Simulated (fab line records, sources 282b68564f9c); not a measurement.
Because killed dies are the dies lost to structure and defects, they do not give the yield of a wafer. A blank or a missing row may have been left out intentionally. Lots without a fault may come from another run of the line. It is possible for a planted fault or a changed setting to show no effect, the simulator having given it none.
Which of the tools did it? / flow rit_cmos / Sampling: 14 lots, 42 wafers, 7 of 202 route steps

## WHAT EACH GAUGE READ, for each wafer
RIT_WELLDRIVE_RS_MEAS_02: a four-point-probe measurement. Usual: PWELL_RS 429.5 ohm/sq, standard deviation 1.3.
lot=L237; measured=day 2 04:45; on=film_metro-02; PWELL_RS (ohm/sq)=430.2 429.9 431.0; flag=
lot=L238; measured=day 2 10:16; on=film_metro-01; PWELL_RS (ohm/sq)=430.1 428.0 429.8; flag=
lot=L239; measured=day 2 14:52; on=film_metro-04; PWELL_RS (ohm/sq)=428.6 429.9 427.9; flag=
lot=L240; measured=day 2 20:44; on=film_metro-01; PWELL_RS (ohm/sq)=429.3 429.2 427.5; flag=
lot=L241; measured=day 3 01:06; on=film_metro-02; PWELL_RS (ohm/sq)=428.8 430.4 429.7; flag=
lot=L242; measured=day 3 05:11; on=film_metro-01; PWELL_RS (ohm/sq)=427.8 428.9 429.5; flag=
lot=L243; measured=day 3 11:29; on=film_metro-01; PWELL_RS (ohm/sq)=427.1 428.7 429.5; flag=
lot=L244; measured=day 3 15:59; on=film_metro-02; PWELL_RS (ohm/sq)=430.8 431.0 431.6; flag=
lot=L247; measured=day 4 06:53; on=film_metro-04; PWELL_RS (ohm/sq)=430.3 431.4 430.8; flag=
lot=L249; measured=day 4 17:32; on=film_metro-01; PWELL_RS (ohm/sq)=427.6 427.8 428.0; flag=
lot=L250; measured=day 4 21:09; on=film_metro-04; PWELL_RS (ohm/sq)=431.9 430.2 431.4; flag=
lot=L254; measured=day 5 17:10; on=film_metro-04; PWELL_RS (ohm/sq)=430.2 431.1 431.7; flag=
lot=L256; measured=day 6 04:08; on=film_metro-01; PWELL_RS (ohm/sq)=429.2 430.3 428.4; flag=
lot=L260; measured=day 6 23:02; on=film_metro-04; PWELL_RS (ohm/sq)=429.1 430.1 428.7; flag=

RIT_PSD_TW_MEAS_10. Usual: PSD_TW 3416, standard deviation 35.
lot=L237; measured=day 3 02:28; on=film_metro-04; PSD_TW=3378 3376 3388; flag=
lot=L238; measured=day 3 07:05; on=film_metro-03; PSD_TW=3416 3391 3423; flag=
lot=L239; measured=day 3 11:03; on=film_metro-03; PSD_TW=3410 3395 3393; flag=
lot=L240; measured=day 3 20:15; on=film_metro-01; PSD_TW=3455 3462 3445; flag=
lot=L241; measured=day 3 23:20; on=film_metro-03; PSD_TW=3385 3391 3400; flag=
lot=L242; measured=day 4 03:40; on=film_metro-03; PSD_TW=3405 3408 3394; flag=
lot=L243; measured=day 4 09:05; on=film_metro-04; PSD_TW=3378 3390 3393; flag=
lot=L244; measured=day 4 13:02; on=film_metro-04; PSD_TW=3372 3366 3390; flag=
lot=L247; measured=day 5 04:13; on=film_metro-04; PSD_TW=3395 3401 3395; flag=
lot=L249; measured=day 5 13:28; on=film_metro-04; PSD_TW=3386 3433 3390; flag=
lot=L250; measured=day 5 17:32; on=film_metro-04; PSD_TW=3411 3401 3399; flag=
lot=L254; measured=day 6 13:47; on=film_metro-04; PSD_TW=3390 3379 3372; flag=
lot=L256; measured=day 7 01:30; on=film_metro-01; PSD_TW=3463 3463 3456; flag=
lot=L260; measured=day 7 20:32; on=film_metro-01; PSD_TW=3455 3457 3457; flag=

RIT_SDANNEAL_RS_MEAS_04: a four-point-probe measurement. Usual: PSD_RS 115.90 ohm/sq, standard deviation 0.27.
lot=L237; measured=day 3 02:58; on=film_metro-01; PSD_RS (ohm/sq)=115.32 115.85 115.70; flag=
lot=L238; measured=day 3 07:35; on=film_metro-04; PSD_RS (ohm/sq)=116.35 116.12 116.30; flag=
lot=L239; measured=day 3 11:32; on=film_metro-03; PSD_RS (ohm/sq)=115.95 115.63 115.97; flag=
lot=L240; measured=day 3 20:44; on=film_metro-01; PSD_RS (ohm/sq)=115.96 115.92 115.93; flag=
lot=L241; measured=day 3 23:50; on=film_metro-04; PSD_RS (ohm/sq)=116.11 116.03 116.55; flag=
lot=L242; measured=day 4 04:11; on=film_metro-04; PSD_RS (ohm/sq)=115.88 116.10 116.07; flag=
lot=L243; measured=day 4 09:47; on=film_metro-03; PSD_RS (ohm/sq)=115.90 115.52 115.52; flag=
lot=L244; measured=day 4 13:35; on=film_metro-04; PSD_RS (ohm/sq)=115.63 115.69 115.57; flag=
lot=L247; measured=day 5 04:42; on=film_metro-01; PSD_RS (ohm/sq)=165.99 166.49 166.99; flag=OFF
lot=L249; measured=day 5 13:58; on=film_metro-01; PSD_RS (ohm/sq)=165.76 165.60 165.81; flag=OFF
lot=L250; measured=day 5 18:02; on=film_metro-04; PSD_RS (ohm/sq)=116.27 115.75 115.90; flag=
lot=L254; measured=day 6 14:17; on=film_metro-01; PSD_RS (ohm/sq)=115.83 115.72 115.93; flag=
lot=L256; measured=day 7 02:01; on=film_metro-04; PSD_RS (ohm/sq)=116.16 115.58 116.22; flag=
lot=L260; measured=day 7 21:14; on=film_metro-01; PSD_RS (ohm/sq)=115.81 115.90 116.12; flag=

RIT_SDANNEAL_RS_MEAS_05: a four-point-probe measurement. Usual: NSD_RS 84.55 ohm/sq, standard deviation 0.3.
lot=L237; measured=day 3 03:05; on=film_metro-01; NSD_RS (ohm/sq)=84.65 84.42 84.27; flag=
lot=L238; measured=day 3 07:42; on=film_metro-04; NSD_RS (ohm/sq)=83.93 84.29 84.21; flag=
lot=L239; measured=day 3 11:39; on=film_metro-03; NSD_RS (ohm/sq)=84.64 84.53 84.49; flag=
lot=L240; measured=day 3 20:51; on=film_metro-01; NSD_RS (ohm/sq)=84.01 83.85 83.76; flag=
lot=L241; measured=day 3 23:58; on=film_metro-04; NSD_RS (ohm/sq)=84.64 84.63 84.82; flag=
lot=L242; measured=day 4 04:18; on=film_metro-04; NSD_RS (ohm/sq)=84.31 84.37 84.31; flag=
lot=L243; measured=day 4 09:55; on=film_metro-03; NSD_RS (ohm/sq)=84.75 84.86 84.93; flag=
lot=L244; measured=day 4 13:42; on=film_metro-04; NSD_RS (ohm/sq)=84.51 84.16 84.30; flag=
lot=L247; measured=day 5 04:49; on=film_metro-01; NSD_RS (ohm/sq)=87.41 87.58 87.56; flag=OFF
lot=L249; measured=day 5 14:05; on=film_metro-01; NSD_RS (ohm/sq)=87.66 87.67 87.62; flag=OFF
lot=L250; measured=day 5 18:10; on=film_metro-04; NSD_RS (ohm/sq)=84.73 84.79 84.30; flag=
lot=L254; measured=day 6 14:24; on=film_metro-01; NSD_RS (ohm/sq)=84.10 84.02 83.88; flag=
lot=L256; measured=day 7 02:08; on=film_metro-04; NSD_RS (ohm/sq)=84.26 84.48 84.70; flag=
lot=L260; measured=day 7 21:22; on=film_metro-01; NSD_RS (ohm/sq)=84.43 84.44 84.69; flag=

RIT_SDANNEAL_RS_MEAS_06: a four-point-probe measurement. Usual: PLDD_RS 178.6 ohm/sq, standard deviation 0.38.
lot=L237; measured=day 3 03:12; on=film_metro-01; PLDD_RS (ohm/sq)=177.9 177.9 177.9; flag=
lot=L238; measured=day 3 07:49; on=film_metro-04; PLDD_RS (ohm/sq)=178.6 179.0 179.3; flag=
lot=L239; measured=day 3 11:46; on=film_metro-03; PLDD_RS (ohm/sq)=178.4 178.0 178.0; flag=
lot=L240; measured=day 3 20:58; on=film_metro-01; PLDD_RS (ohm/sq)=178.7 178.4 178.9; flag=
lot=L241; measured=day 4 00:05; on=film_metro-04; PLDD_RS (ohm/sq)=178.3 178.3 178.9; flag=
lot=L242; measured=day 4 04:25; on=film_metro-04; PLDD_RS (ohm/sq)=179.1 178.6 179.2; flag=
lot=L243; measured=day 4 10:02; on=film_metro-03; PLDD_RS (ohm/sq)=178.8 178.4 178.1; flag=
lot=L244; measured=day 4 13:49; on=film_metro-04; PLDD_RS (ohm/sq)=179.0 178.9 178.7; flag=
lot=L247; measured=day 5 04:56; on=film_metro-01; PLDD_RS (ohm/sq)=246.1 246.7 246.2; flag=OFF
lot=L249; measured=day 5 14:12; on=film_metro-01; PLDD_RS (ohm/sq)=245.9 245.6 245.7; flag=OFF
lot=L250; measured=day 5 18:17; on=film_metro-04; PLDD_RS (ohm/sq)=178.1 178.2 177.7; flag=
lot=L254; measured=day 6 14:31; on=film_metro-01; PLDD_RS (ohm/sq)=178.5 178.4 178.3; flag=
lot=L256; measured=day 7 02:15; on=film_metro-04; PLDD_RS (ohm/sq)=178.9 178.1 179.1; flag=
lot=L260; measured=day 7 21:29; on=film_metro-01; PLDD_RS (ohm/sq)=179.1 178.4 178.7; flag=

RIT_M1_CD_MEAS_09 targets a cd of 2600 nm. Usual: 2600.0 nm for cd_nm, sd 2.6.
lot=L237; measured=day 3 07:40; on=cd_sem-02; cd_nm (nm)=2602.3 2605.1 2603.4; flag=
lot=L238; measured=day 3 12:21; on=cd_sem-01; cd_nm (nm)=2600.4 2601.2 2600.3; flag=
lot=L239; measured=day 3 16:22; on=cd_sem-01; cd_nm (nm)=2597.7 2599.7 2596.8; flag=
lot=L240; measured=day 4 01:38; on=cd_sem-02; cd_nm (nm)=2603.8 2601.8 2603.8; flag=
lot=L241; measured=day 4 04:46; on=cd_sem-02; cd_nm (nm)=2598.7 2598.2 2596.9; flag=
lot=L242; measured=day 4 09:05; on=cd_sem-02; cd_nm (nm)=2601.3 2601.2 2603.1; flag=
lot=L243; measured=day 4 14:43; on=cd_sem-02; cd_nm (nm)=2601.7 2602.2 2602.9; flag=
lot=L244; measured=day 4 18:26; on=cd_sem-02; cd_nm (nm)=2600.1 2600.7 2601.6; flag=
lot=L247; measured=day 5 09:36; on=cd_sem-02; cd_nm (nm)=2600.5 2602.9 2601.7; flag=
lot=L250; measured=day 5 22:53; on=cd_sem-01; cd_nm (nm)=2603.0 2601.3 2602.7; flag=
lot=L254; measured=day 6 19:25; on=cd_sem-01; cd_nm (nm)=2603.9 2603.2 2605.5; flag=
lot=L256; measured=day 7 06:47; on=cd_sem-02; cd_nm (nm)=2593.7 2595.4 2596.2; flag=
lot=L260; measured=day 8 02:04; on=cd_sem-01; cd_nm (nm)=2600.1 2599.0 2599.8; flag=

## EACH LOT AND THE TOOL THAT RAN IT (in order: tool; ch and the chambers of the sampled wafers; start)
lot=L237; RIT_SDANNEAL_RTA_03=rtp_anneal-01 ch 0, day 3 02:53
lot=L238; RIT_SDANNEAL_RTA_03=rtp_anneal-02 ch 0, day 3 07:31
lot=L239; RIT_SDANNEAL_RTA_03=rtp_anneal-01 ch 0, day 3 11:28
lot=L240; RIT_SDANNEAL_RTA_03=rtp_anneal-02 ch 0, day 3 20:41
lot=L241; RIT_SDANNEAL_RTA_03=rtp_anneal-01 ch 0, day 3 23:46
lot=L242; RIT_SDANNEAL_RTA_03=rtp_anneal-02 ch 0, day 4 04:07
lot=L243; RIT_SDANNEAL_RTA_03=rtp_anneal-01 ch 0, day 4 09:43
lot=L244; RIT_SDANNEAL_RTA_03=rtp_anneal-02 ch 0, day 4 13:30
lot=L247; RIT_SDANNEAL_RTA_03=rtp_anneal-01 ch 0, day 5 04:39
lot=L249; RIT_SDANNEAL_RTA_03=rtp_anneal-01 ch 0, day 5 13:53
lot=L250; RIT_SDANNEAL_RTA_03=rtp_anneal-02 ch 0, day 5 17:59
lot=L254; RIT_SDANNEAL_RTA_03=rtp_anneal-02 ch 0, day 6 14:13
lot=L256; RIT_SDANNEAL_RTA_03=rtp_anneal-02 ch 0, day 7 01:57
lot=L260; RIT_SDANNEAL_RTA_03=rtp_anneal-02 ch 0, day 7 21:10
- RIT_SDANNEAL_RTA_03: time 5 s.

## AS READ BY THE TOOLS THEMSELVES (means over the sampled wafers that have a number; for cases with no such wafer, the mark the record gives instead)
RIT_SDANNEAL_RTA_03. Usual: 1053.5 for wafer_temp_C_max, sd 1.1.
lot=L237 tool=rtp_anneal-01 wafer_temp_C_max=1055.0 flag=
lot=L238 tool=rtp_anneal-02 wafer_temp_C_max=1052.8 flag=
lot=L239 tool=rtp_anneal-01 wafer_temp_C_max=1055.5 flag=
lot=L240 tool=rtp_anneal-02 wafer_temp_C_max=1052.5 flag=
lot=L241 tool=rtp_anneal-01 wafer_temp_C_max=1053.3 flag=
lot=L242 tool=rtp_anneal-02 wafer_temp_C_max=1052.8 flag=
lot=L243 tool=rtp_anneal-01 wafer_temp_C_max=1053.8 flag=
lot=L244 tool=rtp_anneal-02 wafer_temp_C_max=1053.3 flag=
lot=L247 tool=rtp_anneal-01 wafer_temp_C_max=987.8 flag=OFF
lot=L249 tool=rtp_anneal-01 wafer_temp_C_max=989.1 flag=OFF
lot=L250 tool=rtp_anneal-02 wafer_temp_C_max=1054.6 flag=
lot=L254 tool=rtp_anneal-02 wafer_temp_C_max=1053.6 flag=
lot=L256 tool=rtp_anneal-02 wafer_temp_C_max=1053.2 flag=
lot=L260 tool=rtp_anneal-02 wafer_temp_C_max=1053.9 flag=

## THE ANSWER, worked out from the rows above alone
Rule: lot off if the mean of its wafers having a number is beyond 3 standard deviations from the usual mean. Also off: a lot with no number at a reading for which 4 or more lots have one. The other lots that the step has rows for count as sound. After the gauges, taken in route order, come the tools' own readings; for these a lot's mean is taken, as printed above. At the first step where some lot is off, the reading lying furthest off is the one used; lots without a number count as furthest.
Off: L247, L249, at RIT_SDANNEAL_RS_MEAS_04 (PSD_RS).
A tool fits if, at a process step before that reading, it ran every lot that is off, and no sound lot after the first of them. Not tried: the gauges at RIT_SDANNEAL_RS_MEAS_04; whatever is off there is also off at RIT_SDANNEAL_RTA_03, on other tools, and gauge error can't account for it. One fits: rtp_anneal-01 at RIT_SDANNEAL_RTA_03. A fault onset in the window from L243 (day 4 09:43, its last sound lot) to L247 (day 5 04:39, its first lot off) fits.
On the lots that are off, the tool's own readings at RIT_SDANNEAL_RTA_03 differ by more than 5 times the standard deviation of the sound lots' means, which bears it out; wafer_temp_C_max reads 988.5 there versus 1053.7 on the sound lots.

## WHAT THE SIMULATOR PUT IN
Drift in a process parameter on rtp_anneal-01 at RIT_SDANNEAL_RTA_03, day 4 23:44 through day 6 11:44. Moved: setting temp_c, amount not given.
Shown lots that were struck: L247, L249. This agrees with what the rule above found.
